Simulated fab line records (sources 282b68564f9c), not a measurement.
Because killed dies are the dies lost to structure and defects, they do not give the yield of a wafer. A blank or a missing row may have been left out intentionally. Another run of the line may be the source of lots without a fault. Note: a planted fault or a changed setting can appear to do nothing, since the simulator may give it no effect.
fab line records ; flow rit-cmos
record: lots: 6; wafers: 18; last-day: 7
route steps=202 shown PLDD@116 SPACER@125 M1@202
lots untouched by any fault: they come from a run of this same line in which no faults occurred
start-h: the number of hours between the record's first day and the start of the first shown wafer of the lot ; wait-h: hours from the lot's prior step to this one ; " repeats the value in the row above ; L1.1+2: one row covering several wafers at once ; - no value present, or no start provided ; * or withheld: withheld ; < > ~ a bound
route shown NAME@n: a module of which the file shows steps, and the number in the route of the first ; usual: the fault-free wafers' mean and standard deviation ; same: alike in all rows ; chamber/n: place in a boat ; sites: readings site by site ; _std_site: the values' standard deviation ; _edge_site: inner sites' mean taken away from outer sites' mean ; radius-mm: how far each site lies from the wafer's centre ; mask NAME#n: copy n ; behind: the last tool/chamber to shape the wafer ; hold: cause of the lot's hold/its duration in hours/its outcome ; device: the transistor (n, p or np) that didn't switch ; end of line: the tests these same wafers got at the end of their route ; step lacking rows: just its recipe ; killed: at the first sort, the dies lost to defects and structure; wafer yield is something else ; map: dies across one wafer; x = killed, . = not, _ = none there
set.NAME: the run value of the setting; set.NAME@STEP: its run value at that earlier step ; model.NAME: the simulator's own value behind a step, which no gauge read
lots at some steps of the route; a table a step, a row a wafer
services: a tool's chamber out of use, with start hour (start-h, from the record's first day; less than 0 if before it), hours out, and reason
== steps ==
step: RIT_PLDD_SOFTBAKE_02
recipe: resist: NOVOLAK; temp-c: 90; time-s: 60
step: RIT_PLDD_EXPOSE_03
recipe: mask-id: M8; na: 0.57; target-cd-nm: 40900; dose-mj: 250
step: RIT_PLDD_PEB_04
recipe: resist: NOVOLAK; temp-c: withheld; time-s: withheld
step: RIT_PLDD_DEVELOP_05
recipe: resist: NOVOLAK; develop-time-s: 50; dev-temp-c: 23
step: RIT_PLDD_OVL_MEAS_06
usual: PLDD_OVL: 0.4/1.4
lot.wafer;tool;chamber;start-h;wait-h;PLDD_OVL[nm]
L645.2;overlay-01;-;65.79;-;-1.5
L645.3;overlay-01;-;65.79;-;-0.9
L645.6;overlay-01;-;65.79;-;0.0
L647.2;overlay-02;-;74.26;-;0.3
L647.3;overlay-02;-;74.26;-;1.0
L647.4;overlay-02;-;74.26;-;1.5
L648.2;overlay-02;-;78.36;-;-1.5
L648.3;overlay-02;-;78.36;-;0.1
L648.6;overlay-02;-;78.36;-;-3.2
L649.1;overlay-02;-;86.30;-;1.6
L649.2;overlay-02;-;86.30;-;1.0
L649.5;overlay-02;-;86.30;-;1.3
L652.1;overlay-02;-;99.13;-;1.2
L652.4;overlay-02;-;99.13;-;0.4
L652.6;overlay-02;-;99.13;-;-1.1
L662.2;overlay-01;-;149.77;-;0.0
L662.3;overlay-01;-;149.77;-;-1.0
L662.5;overlay-01;-;149.77;-;-1.7
step: RIT_PLDD_HARDBAKE_07
recipe: resist: NOVOLAK; temp-c: 140; time-s: 60
step: RIT_PLDD_IMPLANT_08
recipe: species: BF2; energy-kev: 20; dose-cm2: 9e+14; tilt-deg: 7
step: RIT_PLDD_STRIP_09
recipe: chemistry: O2; time-s: 180; resist: NOVOLAK; platen-temp-c: withheld; power-w: 500; pressure-mtorr: 4000; o2-flow-sccm: 4000
usual: drypump-motor-current-A: 5.5/0.42
lot.wafer;tool;chamber;start-h;wait-h;drypump-motor-current-A;rf-hours-counter-h
L645.2;plasma-asher-03;0;66.12;0.1;5.1;23
L645.3;plasma-asher-03;1;66.12;0.1;5.4;-
L645.6;plasma-asher-03;1;66.12;0.1;5.4;-
L647.2;plasma-asher-01;1;74.59;0.1;5.1;47
L647.3;plasma-asher-01;0;74.59;0.1;6.1;-
L647.4;plasma-asher-01;1;74.59;0.1;5.1;-
L648.2;plasma-asher-01;0;78.69;0.1;6.1;47
L648.3;plasma-asher-01;1;78.69;0.1;5.1;-
L648.6;plasma-asher-01;1;78.69;0.1;5.1;-
L649.1;plasma-asher-04;1;86.64;0.1;6.0;44
L649.2;plasma-asher-04;0;86.64;0.1;5.2;44
L649.5;plasma-asher-04;0;86.64;0.1;5.2;-
L652.1;plasma-asher-03;1;99.46;0.1;5.4;26
L652.4;plasma-asher-03;0;99.46;0.1;5.1;-
L652.6;plasma-asher-03;0;99.46;0.1;5.2;-
L662.2;plasma-asher-04;1;150.10;0.1;6.0;51
L662.3;plasma-asher-04;0;150.10;0.1;5.3;-
L662.5;plasma-asher-04;1;150.10;0.1;6.0;-
step: RIT_PLDD_TW_MEAS_10
usual: PLDD_TW: 2346/12
lot.wafer;tool;chamber;start-h;wait-h;PLDD_TW
L645.2;film-metro-02;-;66.31;0.1;2341
L645.3;film-metro-02;-;66.31;0.1;2328
L645.6;film-metro-02;-;66.31;0.1;2344
L647.2;film-metro-02;-;74.77;0.1;2343
L647.3;film-metro-02;-;74.77;0.1;2349
L647.4;film-metro-02;-;74.77;0.1;2352
L648.2;film-metro-02;-;78.87;0.1;2346
L648.3;film-metro-02;-;78.87;0.1;2340
L648.6;film-metro-02;-;78.87;0.1;2356
L649.1;film-metro-04;-;86.81;0.1;2339
L649.2;film-metro-04;-;86.81;0.1;2337
L649.5;film-metro-04;-;86.81;0.1;2332
L652.1;film-metro-02;-;99.64;0.1;2361
L652.4;film-metro-02;-;99.64;0.1;2357
L652.6;film-metro-02;-;99.64;0.1;2342
L662.2;film-metro-04;-;150.29;0.1;2329
L662.3;film-metro-04;-;150.29;0.1;2320
L662.5;film-metro-04;-;150.29;0.1;2327
step: RIT_SPACER_CLEAN_00
recipe: chemistry: SC1; mix: 3:3:50; time-s: 600; temp-c: 75
step: RIT_SPACER_CLEAN_01
recipe: chemistry: dHF; dilution: 50:1; time-s: 30
step: RIT_SPACER_CLEAN_02
recipe: chemistry: SC2; mix: 3:3:50; time-s: 600; temp-c: 75; dry: n2-spin
step: RIT_SPACER_CVD_03
recipe: material: Si3N4; target-thk-nm: 250; temp-c: 810; precursor: SiH2Cl2/NH3; time-s: 3300; pressure-mtorr: 300; sih2cl2-flow-sccm: 60; nh3-flow-sccm: 150
lot.wafer;tool;chamber;start-h;wait-h
L645.2+3+6;lpcvd-02;1;66.74;0.0
L647.2+3+4;lpcvd-01;0;75.19;0.0
L647.2+3+4;lpcvd-02;0;77.82;0.7
L648.2+3+6;lpcvd-02;1;79.30;0.0
L649.1+2+5;lpcvd-02;1;88.53;0.9
L652.1+4+6;lpcvd-02;1;101.02;1.0
L652.1+4+6;lpcvd-02;1;103.11;0.2
L662.2+3+5;lpcvd-01;1;150.73;0.0
step: RIT_SPACER_THK_MEAS_04
recipe: reads: Si3N4_of_SPACER_CVD_03
usual: SPACER_NITRIDE_THK: 249.8/2
lot.wafer;tool;chamber;start-h;wait-h;SPACER_NITRIDE_THK[nm]
L645.2;film-metro-03;-;68.67;0.0;249.1
L645.3;film-metro-03;-;68.67;0.0;247.7
L645.6;film-metro-03;-;68.67;0.0;248.7
L647.2;film-metro-03;-;79.75;0.0;496.0
L647.3;film-metro-03;-;79.75;0.0;496.3
L647.4;film-metro-03;-;79.75;0.0;496.9
L648.2;film-metro-03;-;81.23;0.0;252.5
L648.3;film-metro-03;-;81.23;0.0;253.4
L648.6;film-metro-03;-;81.23;0.0;253.5
L649.1;film-metro-03;-;90.45;0.0;247.5
L649.2;film-metro-03;-;90.45;0.0;247.2
L649.5;film-metro-03;-;90.45;0.0;247.2
L652.1;film-metro-03;-;105.02;0.0;500.8
L652.4;film-metro-03;-;105.02;0.0;502.9
L652.6;film-metro-03;-;105.02;0.0;500.9
L662.2;film-metro-03;-;152.66;0.0;247.7
L662.3;film-metro-03;-;152.66;0.0;245.5
L662.5;film-metro-03;-;152.66;0.0;245.8
step: RIT_SPACER_ETCHBACK_05
recipe: target-depth-a: 2500; SF6_flow_sccm: 30; CHF3_flow_sccm: 30; target: Si3N4; chemistry: SF6/CHF3; pressure-mtorr: 40; rf-w: 250; time-s: 240; stop-on: SiO2
usual: drypump-motor-current-A: 5.8/0.6; oes-product-au: 0.850/0.013; rf-fwd-power-W: 249.1/0.86; throttle-valve-pct: 10.24/0.16
lot.wafer;tool;chamber;start-h;wait-h;drypump-motor-current-A;oes-product-au;rf-fwd-power-W;rf-hours-counter-h;throttle-valve-pct;model.Si3N4_of_SPACER_CVD_03.thk-nm;model.etch.depth-nm
L645.2;rie-diel-04;2;68.72;0.0;5.7;0.867;249.3;114;10.16;194.5;248.9
L645.3;rie-diel-04;0;68.72;0.0;6.0;0.843;249.6;1;10.55;196.1;247.7
L645.6;rie-diel-04;2;68.72;0.0;5.7;0.866;250.2;-;10.15;193.8;248.8
L647.2;rie-diel-03;2;79.80;0.0;5.1;0.980;249.1;41;10.22;390.7;306.6
L647.3;rie-diel-03;3;79.80;0.0;5.8;1.027;249.8;119;10.07;385.6;323
L647.4;rie-diel-03;1;79.80;0.0;5.0;1.013;249.1;134;10.29;389.4;314
L648.2;rie-diel-04;3;81.28;0.0;5.1;0.842;249.6;48;10.16;197.8;252.6
L648.3;rie-diel-04;1;81.28;0.0;6.5;0.847;249.8;159;10.12;198.4;253.5
L648.6;rie-diel-04;2;81.28;0.0;5.7;0.884;247.8;-;10.17;197.1;253.5
L649.1;rie-diel-03;3;90.51;0.1;5.8;0.847;249.7;119;10.01;192.8;247.5
L649.2;rie-diel-03;1;90.51;0.1;5.0;0.842;250.0;135;10.23;194.1;247.2
L649.5;rie-diel-03;1;90.51;0.1;5.0;0.842;249.7;-;10.24;194;247.3
L652.1;rie-diel-04;0;105.08;0.1;6.0;0.987;247.4;1;10.61;395.5;304.3
L652.4;rie-diel-04;3;105.08;0.1;5.1;0.978;250.0;-;10.21;395.8;308.7
L652.6;rie-diel-04;0;105.08;0.1;6.0;0.985;248.3;-;10.58;395.7;304
L662.2;rie-diel-01;1;152.71;0.0;6.0;0.853;249.4;149;10.38;193.8;247.7
L662.3;rie-diel-01;0;152.71;0.0;6.2;0.829;249.3;145;10.38;191.2;245.5
L662.5;rie-diel-01;1;152.71;0.0;6.0;0.852;248.8;-;10.39;192.5;245.8
step: RIT_M1_PROBE_99
usual: killed_at_M0_to_M3: 0.0/0.18; killed-at-contacts: 0.1/0.32; killed-at-front-end: 7/3; killed-dies: 7/3.1; killed-on-rim: 1.9/1.5; killed-open: 3.3/1.8; killed-short: 3.6/2
same: gross-dies: 264; killed_at_M4_up: 0; killed-at-back-side: 0; killed-at-other: 0
lot.wafer;tool;chamber;start-h;wait-h;killed_at_M0_to_M3;killed-at-contacts;killed-at-front-end;killed-dies;killed-on-rim;killed-open;killed-short
L645.2;prober-01;-;79.84;0.1;0;0;4;4;0;1;3
L645.3;prober-01;-;79.89;0.2;0;0;12;12;4;5;7
L645.6;prober-01;-;80.04;0.2;0;0;10;10;3;5;5
L648.2;prober-02;-;92.61;0.1;0;0;6;6;0;2;4
L648.3;prober-02;-;92.66;0.2;0;0;6;6;3;5;1
L648.6;prober-02;-;92.81;0.2;0;0;6;6;4;4;2
L647.2;prober-01;-;93.07;0.1;0;0;264;264;70;2;3
L647.3;prober-01;-;93.12;0.2;0;0;264;264;70;1;1
L647.4;prober-01;-;93.17;0.2;0;0;264;264;70;1;5
L649.1;prober-01;-;101.63;0.1;0;0;2;2;0;1;1
L649.2;prober-01;-;101.68;0.1;1;0;9;10;4;4;5
L649.5;prober-01;-;101.83;0.2;1;0;7;8;3;4;3
L652.1;prober-02;-;123.13;0.1;0;0;264;264;70;6;5
L652.4;prober-02;-;123.28;0.2;0;0;264;264;70;2;0
L652.6;prober-02;-;123.38;0.2;0;0;264;264;70;1;5
L662.2;prober-02;-;163.92;0.1;0;0;5;5;1;4;1
L662.3;prober-02;-;163.97;0.2;0;1;6;7;1;3;4
L662.5;prober-02;-;164.07;0.2;0;1;13;14;2;5;8
killed by level:class
L645.2 SPACER:geometric-particle:short=2 FOX1:geometric-particle:short=1 GATE:geometric-particle:open=1
L645.3 GATE:geometric-particle:short=3 GATE:geometric-particle:open=2 FOX1:geometric-particle:open=1 FOX1:geometric-particle:short=1 FOX2:geometric-particle:open=1 REOX:geometric-particle:open=1 REOX:geometric-particle:short=1 SPACER:geometric-particle:short=1
L645.6 FOX2:geometric-particle:short=3 FOX2:geometric-particle:open=2 FOX1:geometric-particle:short=1 GATE:geometric-particle:open=1 GATE:geometric-particle:short=1 SPACER:geometric-particle:open=1 SILICIDE:geometric-particle:open=1
L648.2 GATE:geometric-particle:short=2 FOX2:geometric-particle:short=1 GATE:geometric-particle:open=1 REOX:geometric-particle:short=1 SPACER:geometric-particle:open=1
L648.3 GATE:geometric-particle:open=4 FOX1:geometric-particle:short=1 SPACER:geometric-particle:open=1
L648.6 REOX:geometric-particle:open=3 FOX1:geometric-particle:open=1 GATE:geometric-particle:short=1 REOX:geometric-particle:short=1
L647.2 SPACER:area-etchback=259 SILICIDE:geometric-particle:short=2 GATE:geometric-particle:open=1 GATE:geometric-particle:short=1 REOX:geometric-particle:open=1
L647.3 SPACER:area-etchback=262 GATE:geometric-particle:short=1 GATE:geometric-particle:open=1
L647.4 SPACER:area-etchback=258 GATE:geometric-particle:short=4 GATE:geometric-particle:open=1 REOX:geometric-particle:short=1
L649.1 FOX1:geometric-particle:open=1 SILICIDE:geometric-particle:short=1
L649.2 GATE:geometric-particle:open=3 GATE:geometric-particle:short=3 REOX:geometric-particle:open=1 SPACER:geometric-particle:short=1 SILICIDE:geometric-particle:short=1 M1:coat-microbubble-printed=1
L649.5 GATE:geometric-particle:open=3 FOX1:geometric-particle:open=1 FOX1:geometric-particle:short=1 GATE:geometric-particle:short=1 REOX:geometric-particle:short=1 M1:coat-microbubble-printed=1
L652.1 SPACER:area-etchback=253 REOX:geometric-particle:open=2 SILICIDE:geometric-particle:open=2 FOX1:geometric-particle:open=1 FOX1:geometric-particle:short=1 GATE:geometric-particle:short=1 REOX:geometric-particle:short=1 SPACER:geometric-particle:short=1
L652.4 SPACER:area-etchback=262 FOX1:geometric-particle:open=1 SPACER:geometric-particle:open=1
L652.6 SPACER:area-etchback=258 GATE:geometric-particle:short=2 FOX1:geometric-particle:open=1 REOX:geometric-particle:short=1 SPACER:geometric-particle:short=1 SILICIDE:geometric-particle:short=1
L662.2 GATE:geometric-particle:open=3 FOX2:geometric-particle:open=1 GATE:geometric-particle:short=1
L662.3 SILICIDE:geometric-particle:open=2 FOX1:geometric-particle:short=1 FOX2:geometric-particle:short=1 GATE:geometric-particle:short=1 SPACER:geometric-particle:open=1 CONTACT:geometric-particle:short=1
L662.5 GATE:geometric-particle:short=5 GATE:geometric-particle:open=2 REOX:geometric-particle:short=2 ACTIVE:geometric-particle:short=1 FOX1:geometric-particle:open=1 SPACER:geometric-particle:open=1 SILICIDE:geometric-particle:open=1 CONTACT:coat-microbubble-printed=1
map L647.2 (x killed, . not)
________xxxxxxx_______
_____xxxxxxxxxxxxx____
____xxxxxxxxxxxxxxx___
___xxxxxxxxxxxxxxxxx__
__xxxxxxxxxxxxxxxxxxx_
__xxxxxxxxxxxxxxxxxxx_
_xxxxxxxxxxxxxxxxxxxxx
_xxxxxxxxxxxxxxxxxxxxx
_xxxxxxxxxxxxxxxxxxxxx
_xxxxxxxxxxxxxxxxxxxxx
__xxxxxxxxxxxxxxxxxxx_
__xxxxxxxxxxxxxxxxxxx_
___xxxxxxxxxxxxxxxxx__
____xxxxxxxxxxxxxxx___
_____xxxxxxxxxxxxx____
________xxxxxxx_______
map L652.1 (x killed, . not)
________xxxxxxx_______
_____xxxxxxxxxxxxx____
____xxxxxxxxxxxxxxx___
___xxxxxxxxxxxxxxxxx__
__xxxxxxxxxxxxxxxxxxx_
__xxxxxxxxxxxxxxxxxxx_
_xxxxxxxxxxxxxxxxxxxxx
_xxxxxxxxxxxxxxxxxxxxx
_xxxxxxxxxxxxxxxxxxxxx
_xxxxxxxxxxxxxxxxxxxxx
__xxxxxxxxxxxxxxxxxxx_
__xxxxxxxxxxxxxxxxxxx_
___xxxxxxxxxxxxxxxxx__
____xxxxxxxxxxxxxxx___
_____xxxxxxxxxxxxx____
________xxxxxxx_______
== services ==
tool;chamber;start-h;hours;kind
rie-diel-03;-;45.61;2.8;pm
rie-diel-04;3;64.28;8.8;repair
rie-diel-03;0;65.07;4.6;repair
plasma-asher-04;-;66.74;3.4;repair
rie-diel-04;3;74.23;2.4;repair
lpcvd-01;-;80.88;2.1;repair
rie-diel-04;1;101.29;-;clean
rie-diel-04;1;101.29;23.8;scheduled-down
rie-diel-04;1;101.29;23.8;vent-cycle
plasma-asher-03;-;107.98;6.8;repair
rie-diel-04;-;111.26;14.6;pm
rie-diel-01;2;117.40;-;clean
rie-diel-01;2;117.40;20.2;scheduled-down
rie-diel-01;2;117.40;20.2;vent-cycle
== key ==
first-sign: step: RIT_SPACER_CVD_03; reading: visit; direction: added
effect: step: RIT_SPACER_THK_MEAS_04; reading: SPACER_NITRIDE_THK; direction: up; sigmas: 99+; usual: 249.8; struck: 499.0
effect: step: RIT_SPACER_ETCHBACK_05; reading: oes-product-au; direction: up; sigmas: 11; usual: 0.850; struck: 0.995
effect: step: RIT_M1_PROBE_99; reading: killed-at-front-end; direction: up; sigmas: 84; usual: 7; struck: 264
model-effect: step: RIT_SPACER_ETCHBACK_05; value: Si3N4_of_SPACER_CVD_03.thk-nm; without: 196.2; struck: 392.1
more-kills-born-at: RIT_SPACER_ETCHBACK_05@rie-diel-03: 779; RIT_SPACER_ETCHBACK_05@rie-diel-04: 773
met-at RIT_SPACER_CVD_03
struck-wafers L647.2,L647.3,L647.4,L652.1,L652.4,L652.6
later-rows-left-out L647.2,L647.3,L647.4,L652.1,L652.4,L652.6
tester-left-out L647,L652
fault: kind: repeated-step-whole; tool: lpcvd-01,lpcvd-02; chamber: -; onset-h: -; steps: RIT_SPACER_CVD_03; times: 1; scope: struck-lots-only
tester-left-out: of these lots the tester's yield and bins aren't shown, on N5 and GAA mostly nor the transistor test; their killed dies are dies lost to structure and defects alone, not to doping, threshold or leakage, so they don't give the yield
later-rows-left-out: the simulator's readings of these wafers behind a module that went badly wrong aren't trusted and aren't shown, but for the sort
